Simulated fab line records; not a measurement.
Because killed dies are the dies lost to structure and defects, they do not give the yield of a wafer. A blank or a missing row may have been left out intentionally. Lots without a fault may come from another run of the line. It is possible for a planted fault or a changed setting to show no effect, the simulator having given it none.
Problem report, 8D (eight disciplines) form, completed by code    flow rit cmos    the parts of the form that need people (team, actions taken, sign-off) are left out

== 1. WHAT WENT WRONG ==
RIT_M1_PROBE_99, killed at contacts: mean 6.0 on 2 wafers (1 lot); fault-free wafers 0.1, standard deviation 0.26. Measured from the usual mean, that is +23 standard deviations.
The first sign was on wafer L533.1 at day 5 19:35, on prober-01. Wafers with a number at this step in the record: 39, from 13 lots. Rule for "out", or "out of limits": more than 4 standard deviations from the usual mean. The rest of the wafers with a number are treated as sound.

== 2. WHAT THIS IS AND IS NOT ==
question                     is                  is not
which readings at this step  killed at contacts  killed_at_M0_to_M3, killed at front end, killed dies, killed open, killed short
which lots                   L533                L522, L527, L528, L534, L535, L537, L538, L540, L541, L543, L544, L545
which wafers of those lots   L533.1, L533.6      L533.4
read on which tools          prober-01           prober-02
when                         from day 5 19:35    up to then (9 sound wafers); but 28 sound wafers of L533, L534, L535, L537, L538, L540, L541, L543, L544, L545 came after

== 3. WHAT RULES OUT EACH SUSPECT ==
Counting: any tool at a process step up to the reading remains a suspect provided it ran every lot that is out. Sound lots after the first of them don't rule it out here, since some wafers of a struck lot are sound.
- pvd sputter-01 at RIT_SILICIDE_SPUTTER_01 (material Ti, target thk 30 nm, time 240 s): kept. It processed L533, the lot that is out, at day 5 11:52, and its most recent sound lot before then was L527 at day 4 05:13.
- rtp anneal-01 at RIT_SILICIDE_RTA_06 (time 10 s, ramp up 5 s, ramp down 10 s): kept. It processed L533, the lot that is out, at day 5 12:18, and its most recent sound lot before then was L527 at day 4 05:39.
- pecvd-04 at RIT_CONTACT_CVD_00 (deposits SiO2 from TEOS, target thk 400 nm, time 61 s): kept. It processed L533, the lot that is out, at day 5 12:22, and its most recent sound lot before then was L527 at day 4 05:43.
- prober-01 at RIT_M1_PROBE_99: kept. It processed L533, the lot that is out, at day 5 19:35, and its most recent sound lot before then was L527 at day 4 12:31. Out on those wafers are its own readings of killed at contacts.
- Within pecvd-04 at RIT_CONTACT_CVD_00: the wafers that are out ran in chamber 0; their sound lot-mates ran in chamber 1.
Left after counting: pvd sputter-01 at RIT_SILICIDE_SPUTTER_01, rtp anneal-01 at RIT_SILICIDE_RTA_06, pecvd-04 at RIT_CONTACT_CVD_00, prober-01 at RIT_M1_PROBE_99.

== 4. THE CAUSE (what the simulator had put in) ==
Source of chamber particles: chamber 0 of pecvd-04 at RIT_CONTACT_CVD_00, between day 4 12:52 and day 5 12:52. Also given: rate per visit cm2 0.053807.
This tool is one of the 4 suspects left after counting.

== 5. THE EFFECT CHAIN, in route order ==
Each row: a reading whose mean over the struck wafers that have a number lies more than 3 standard deviations from the usual. Scope: only readings with a usual standard deviation given in the record; hours: median across lots of the time from each lot's start at the first step in this table that gives one to its start at this step; sigmas: change in usual standard deviations.
hours  step             reading             usual  on struck wafers  change  sigmas
0      RIT_M1_PROBE_99  killed at contacts  0.1    6.0               +5.9    +23
Process steps it contains:
- RIT_M1_PROBE_99

== 6. WHAT WOULD HAVE CAUGHT IT SOONER ==
31 hours passed between the start of the fault at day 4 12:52 and the first reading out of limits in this record, taken at day 5 19:35.
Tool readings at RIT_CONTACT_CVD_00 with a usual standard deviation given in the record: none out on any struck wafer, hence no alarm at a limit of 4 standard deviations on them.
Each of the lots that are out, 1 in all, had begun RIT_CONTACT_CVD_00 on pecvd-04 no later than day 5 19:35. Tool hold at that time: it would have spared none of them.
